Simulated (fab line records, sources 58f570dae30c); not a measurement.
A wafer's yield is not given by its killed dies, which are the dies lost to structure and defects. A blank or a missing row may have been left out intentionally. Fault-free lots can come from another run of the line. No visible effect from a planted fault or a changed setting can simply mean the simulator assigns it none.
fab line records | flow berkeley-cmos170
[record] lots = 14 | wafers = 42 | last-day = 12
route steps=331 shown CONTACT@224 M1@247 M2@284
lots that met no fault: from a run of the same line without faults
start-h: hours from the record's opening day to when the first of the lot's shown wafers began | wait-h: how many hours have passed since the lot's step before this one | " repeats the value in the row above | L1.1+2: a row that stands for several wafers | - no value present, or no start provided | * or withheld: withheld | < > ~ a bound
route shown NAME@n: names a module that has steps shown in the file, with the first one's number in the route | usual: mean/standard deviation taken from wafers without a fault | same: alike in all rows | chamber/n: place in a boat | sites: readings site by site | _std_site: the standard deviation of these | _edge_site: the outer-site mean with the inner-site mean subtracted | radius-mm: for every site, how far away it sits from the centre of the wafer | mask NAME#n: copy n | behind: the tool/chamber that last shaped the wafer | hold: cause of the lot's hold/its duration in hours/its outcome | device: the transistor (n, p or np) that didn't switch | end of line: the tests these same wafers got at the end of their route | a step without rows: its recipe alone | killed: the dies lost at the first sort to structure and to defects; this is not the yield of the wafer | map: per-die view of a wafer (x killed, . not killed, _ where there is no die)
set.NAME: the setting that was run; set.NAME@STEP: the one run at that earlier step | model.NAME: the simulator's own value behind a step, which no gauge read
route steps across a sampled set of lots; one table per step, one row per wafer
services: when a tool's chamber went out of use (start-h, in hours from the record's first day, below 0 if earlier), for how many hours, and the reason
[[steps]]
[step UCB170_CONTACT_RTA_08]
[recipe] temp-c = 900 | time-s = 10 | ambient = N2
[usual] lamp-power-pct = 23.4/0.85 | wafer_temp_C_max = 902.8/0.98
lot.wafer | tool          | chamber | start-h | wait-h | lamp-power-pct | wafer_temp_C_max
L326.3    | rtp-anneal-01 | 0       | 151.30  | 0.0    | 24.3           | 904.1
L326.4    | "             | 0       | "       | "      | 24.3           | 903.2
L326.5    | "             | 0       | "       | "      | 24.3           | 904.5
L328.1    | rtp-anneal-01 | 0       | 156.05  | 0.0    | 24.3           | 904.5
L328.5    | "             | 0       | "       | "      | 24.3           | 903.8
L328.6    | "             | 0       | "       | "      | 24.3           | 902.6
L330.1    | rtp-anneal-02 | 0       | 165.93  | 0.0    | 22.6           | 902.3
L330.5    | "             | 0       | "       | "      | 22.6           | 901.3
L330.6    | "             | 0       | "       | "      | 22.6           | 902.7
L333.1    | rtp-anneal-01 | 0       | 177.27  | 0.0    | 24.3           | 903.7
L333.3    | "             | 0       | "       | "      | 24.3           | 904.1
L333.4    | "             | 0       | "       | "      | 24.3           | 902.4
L334.1    | rtp-anneal-01 | 0       | 179.95  | 0.0    | 24.3           | 903.7
L334.4    | "             | 0       | "       | "      | 24.3           | 905.3
L334.5    | "             | 0       | "       | "      | 24.3           | 904.1
L338.1    | rtp-anneal-01 | 0       | 200.85  | 0.0    | 24.3           | 903.8
L338.3    | "             | 0       | "       | "      | 24.3           | 902.7
L338.6    | "             | 0       | "       | "      | 24.3           | 903.2
L339.3    | rtp-anneal-02 | 0       | 202.48  | 0.0    | 22.6           | 902.5
L339.4    | "             | 0       | "       | "      | 22.6           | 901.4
L339.6    | "             | 0       | "       | "      | 22.6           | 902.1
L344.1    | rtp-anneal-01 | 0       | 231.71  | 0.0    | 24.3           | 903.4
L344.3    | "             | 0       | "       | "      | 24.3           | 903.8
L344.4    | "             | 0       | "       | "      | 24.3           | 903.4
L345.1    | rtp-anneal-02 | 0       | 232.46  | 0.0    | 22.6           | 901.9
L345.2    | "             | 0       | "       | "      | 22.6           | 902.2
L345.6    | "             | 0       | "       | "      | 22.6           | 902.0
L343.3    | rtp-anneal-01 | 0       | 232.48  | 0.0    | 24.3           | 903.7
L343.4    | "             | 0       | "       | "      | 24.3           | 905.8
L343.5    | "             | 0       | "       | "      | 24.3           | 903.4
L346.1    | rtp-anneal-02 | 0       | 247.70  | 0.0    | 22.6           | 902.6
L346.2    | "             | 0       | "       | "      | 22.6           | 903.3
L346.5    | "             | 0       | "       | "      | 22.6           | 902.4
L347.3    | rtp-anneal-02 | 0       | 257.77  | 0.0    | 22.6           | 902.1
L347.4    | "             | 0       | "       | "      | 22.6           | 901.2
L347.6    | "             | 0       | "       | "      | 22.6           | 901.8
L348.2    | rtp-anneal-02 | 0       | 259.27  | 0.0    | 22.6           | 902.5
L348.4    | "             | 0       | "       | "      | 22.6           | 902.2
L348.5    | "             | 0       | "       | "      | 22.6           | 903.1
L349.1    | rtp-anneal-01 | 0       | 259.43  | 0.0    | 24.3           | 903.1
L349.2    | "             | 0       | "       | "      | 24.3           | 904.8
L349.4    | "             | 0       | "       | "      | 24.3           | 903.9
[step UCB170_M1_CD_MEAS_09]
[recipe] target-cd-nm = 700
[usual] cd-nm = 699.7/1.3
lot.wafer | tool      | chamber | start-h | wait-h | cd-nm
L326.3    | cd-sem-01 | -       | 154.82  | -      | 700.3
L326.4    | "         | -       | "       | "      | 700.5
L326.5    | "         | -       | "       | "      | 700.4
L328.1    | cd-sem-01 | -       | 160.04  | -      | 700.0
L328.5    | "         | -       | "       | "      | 698.6
L328.6    | "         | -       | "       | "      | 698.4
L330.1    | cd-sem-01 | -       | 171.56  | -      | 699.3
L330.5    | "         | -       | "       | "      | 698.8
L330.6    | "         | -       | "       | "      | 699.8
L333.1    | cd-sem-01 | -       | 180.46  | -      | 699.1
L333.3    | "         | -       | "       | "      | 700.0
L333.4    | "         | -       | "       | "      | 698.8
L334.1    | cd-sem-02 | -       | 182.96  | -      | 699.4
L334.4    | "         | -       | "       | "      | 698.4
L334.5    | "         | -       | "       | "      | 698.5
L338.1    | cd-sem-02 | -       | 203.72  | -      | 700.6
L338.3    | "         | -       | "       | "      | 698.6
L338.6    | "         | -       | "       | "      | 699.3
L339.3    | cd-sem-02 | -       | 206.42  | -      | 699.3
L339.4    | "         | -       | "       | "      | 698.1
L339.6    | "         | -       | "       | "      | 699.2
L344.1    | cd-sem-01 | -       | 235.67  | -      | 700.8
L344.3    | "         | -       | "       | "      | 702.1
L344.4    | "         | -       | "       | "      | 701.7
L345.1    | cd-sem-02 | -       | 236.26  | -      | 700.4
L345.2    | "         | -       | "       | "      | 699.2
L345.6    | "         | -       | "       | "      | 699.6
L343.3    | cd-sem-01 | -       | 236.57  | -      | 702.0
L343.4    | "         | -       | "       | "      | 702.2
L343.5    | "         | -       | "       | "      | 700.4
L346.1    | cd-sem-01 | -       | 251.44  | -      | 700.7
L346.2    | "         | -       | "       | "      | 701.4
L346.5    | "         | -       | "       | "      | 700.9
L347.3    | cd-sem-01 | -       | 260.90  | -      | 698.9
L347.4    | "         | -       | "       | "      | 698.1
L347.6    | "         | -       | "       | "      | 698.6
L348.2    | cd-sem-01 | -       | 262.63  | -      | 697.8
L348.4    | "         | -       | "       | "      | 697.5
L348.5    | "         | -       | "       | "      | 697.6
L349.1    | cd-sem-02 | -       | 262.83  | -      | 698.1
L349.2    | "         | -       | "       | "      | 698.4
L349.4    | "         | -       | "       | "      | 698.0
[step UCB170_M1_OVL_MEAS_10]
[usual] M1_OVL = -1/5.1
lot.wafer | tool       | chamber | start-h | wait-h | M1_OVL[nm]
L326.3    | overlay-01 | -       | 154.91  | 0.1    | -3
L326.4    | "          | -       | "       | "      | -7
L326.5    | "          | -       | "       | "      | -2
L328.1    | overlay-01 | -       | 160.16  | 0.1    | -2
L328.5    | "          | -       | "       | "      | 4
L328.6    | "          | -       | "       | "      | 3
L330.1    | overlay-01 | -       | 171.68  | 0.1    | 4
L330.5    | "          | -       | "       | "      | 0
L330.6    | "          | -       | "       | "      | 1
L333.1    | overlay-02 | -       | 180.58  | 0.1    | -3
L333.3    | "          | -       | "       | "      | -2
L333.4    | "          | -       | "       | "      | -4
L334.1    | overlay-02 | -       | 183.08  | 0.1    | -4
L334.4    | "          | -       | "       | "      | 2
L334.5    | "          | -       | "       | "      | -2
L338.1    | overlay-02 | -       | 203.84  | 0.1    | 0
L338.3    | "          | -       | "       | "      | 2
L338.6    | "          | -       | "       | "      | -1
L339.3    | overlay-02 | -       | 206.51  | 0.1    | 2
L339.4    | "          | -       | "       | "      | 4
L339.6    | "          | -       | "       | "      | 13
L344.1    | overlay-02 | -       | 235.79  | 0.1    | -4
L344.3    | "          | -       | "       | "      | -6
L344.4    | "          | -       | "       | "      | -1
L345.1    | overlay-01 | -       | 236.38  | 0.1    | -1
L345.2    | "          | -       | "       | "      | 6
L345.6    | "          | -       | "       | "      | 4
L343.3    | overlay-02 | -       | 236.66  | 0.1    | 3
L343.4    | "          | -       | "       | "      | -2
L343.5    | "          | -       | "       | "      | -4
L346.1    | overlay-02 | -       | 251.56  | 0.1    | -6
L346.2    | "          | -       | "       | "      | -6
L346.5    | "          | -       | "       | "      | -11
L347.3    | overlay-01 | -       | 260.99  | 0.1    | -10
L347.4    | "          | -       | "       | "      | -10
L347.6    | "          | -       | "       | "      | 0
L348.2    | overlay-02 | -       | 262.73  | 0.1    | 1
L348.4    | "          | -       | "       | "      | 5
L348.5    | "          | -       | "       | "      | 1
L349.1    | overlay-01 | -       | 262.95  | 0.1    | -3
L349.2    | "          | -       | "       | "      | 0
L349.4    | "          | -       | "       | "      | 3
[step UCB170_M2_PEB_13]
[recipe] peb-temp-c = 130 | peb-time-s = withheld | resist = KrF
[usual] chill-plate-temp-C = 23.00/0.096 | exhaust-pa = 44.9/0.84
lot.wafer | tool           | chamber | start-h | wait-h | chill-plate-temp-C | exhaust-pa
L326.3    | litho-track-02 | 0       | 164.34  | 0.4    | 23.07              | 44.5
L326.4    | "              | 0       | "       | "      | 23.07              | 44.2
L326.5    | "              | 0       | "       | "      | 22.99              | 45.3
L328.1    | litho-track-02 | 0       | 171.09  | 1.0    | 22.83              | 44.7
L328.5    | "              | 0       | "       | "      | 22.96              | 45.0
L328.6    | "              | 0       | "       | "      | 23.02              | 44.2
L330.1    | litho-track-02 | 0       | 181.01  | 0.1    | 22.94              | 45.0
L330.5    | "              | 0       | "       | "      | 23.10              | 45.7
L330.6    | "              | 0       | "       | "      | 22.96              | 46.2
L333.1    | litho-track-03 | 0       | 190.72  | 0.5    | 23.11              | 45.6
L333.3    | "              | 0       | "       | "      | 23.04              | 45.9
L333.4    | "              | 0       | "       | "      | 23.18              | 45.2
L334.1    | litho-track-01 | 0       | 192.90  | 1.0    | 22.96              | 45.7
L334.4    | "              | 0       | "       | "      | 22.97              | 43.3
L334.5    | "              | 0       | "       | "      | 22.91              | 45.1
L338.1    | litho-track-01 | -       | 214.98  | 0.3    | -                  | -
L338.3    | "              | -       | "       | "      | -                  | -
L338.6    | "              | -       | "       | "      | -                  | -
L339.3    | litho-track-01 | -       | 217.65  | 0.1    | -                  | -
L339.4    | "              | -       | "       | "      | -                  | -
L339.6    | "              | -       | "       | "      | -                  | -
L345.1    | litho-track-02 | 0       | 244.95  | 0.5    | 22.98              | 44.0
L345.2    | "              | 0       | "       | "      | 23.00              | 43.9
L345.6    | "              | 0       | "       | "      | 23.06              | 45.3
L343.3    | litho-track-03 | 0       | 245.07  | 0.4    | 23.02              | 44.0
L343.4    | "              | 0       | "       | "      | 22.97              | 44.7
L343.5    | "              | 0       | "       | "      | 23.02              | 43.6
L344.1    | litho-track-03 | 0       | 245.29  | 0.3    | 23.17              | 44.6
L344.3    | "              | 0       | "       | "      | 23.04              | 45.2
L344.4    | "              | 0       | "       | "      | 22.93              | 45.8
L346.1    | litho-track-02 | 0       | 260.50  | 0.3    | 23.05              | 44.6
L346.2    | "              | 0       | "       | "      | 23.00              | 45.5
L346.5    | "              | 0       | "       | "      | 22.99              | 44.5
L347.3    | litho-track-02 | 0       | 271.48  | 0.5    | 22.96              | 45.9
L347.4    | "              | 0       | "       | "      | 23.02              | 45.0
L347.6    | "              | 0       | "       | "      | 22.94              | 44.6
L348.2    | litho-track-01 | 0       | 271.82  | 0.2    | 22.95              | 44.4
L348.4    | "              | 0       | "       | "      | 23.00              | 44.4
L348.5    | "              | 0       | "       | "      | 22.86              | 45.0
L349.1    | litho-track-01 | 0       | 272.07  | 0.2    | 23.00              | 44.3
L349.2    | "              | 0       | "       | "      | 23.03              | 44.9
L349.4    | "              | 0       | "       | "      | 23.02              | 43.3
[[services]]
tool          | chamber | start-h | hours | kind
rtp-anneal-01 | -       | 135.28  | 3.1   | pm
[[key]]
[first-sign] step = UCB170_M2_PEB_13 | reading = tool-record | direction = missing
effect none on later readings
met-at UCB170_M2_PEB_13
struck-lots L338,L339
later-rows-left-out L338.1,L338.3,L338.6,L339.3,L339.4,L339.6
sort-left-out L338.1,L338.3,L338.6,L339.3,L339.4,L339.6
not-acting-at UCB170_CONTACT_RTA_08,UCB170_M1_CD_MEAS_09,UCB170_M1_OVL_MEAS_10
onset-between 192.90 214.98
[fault] kind = skipped-step-whole | tool = litho-track-01 | chamber = - | onset-h = 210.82 | steps = UCB170_M2_PEB_13 | scope = struck-lots-only
// sort-left-out: the simulated sort isn't trusted on such a fault, so these wafers' sort isn't shown, and their yield isn't known
// later-rows-left-out: the simulator's readings of these wafers behind a module that went badly wrong aren't trusted and aren't shown, but for the sort
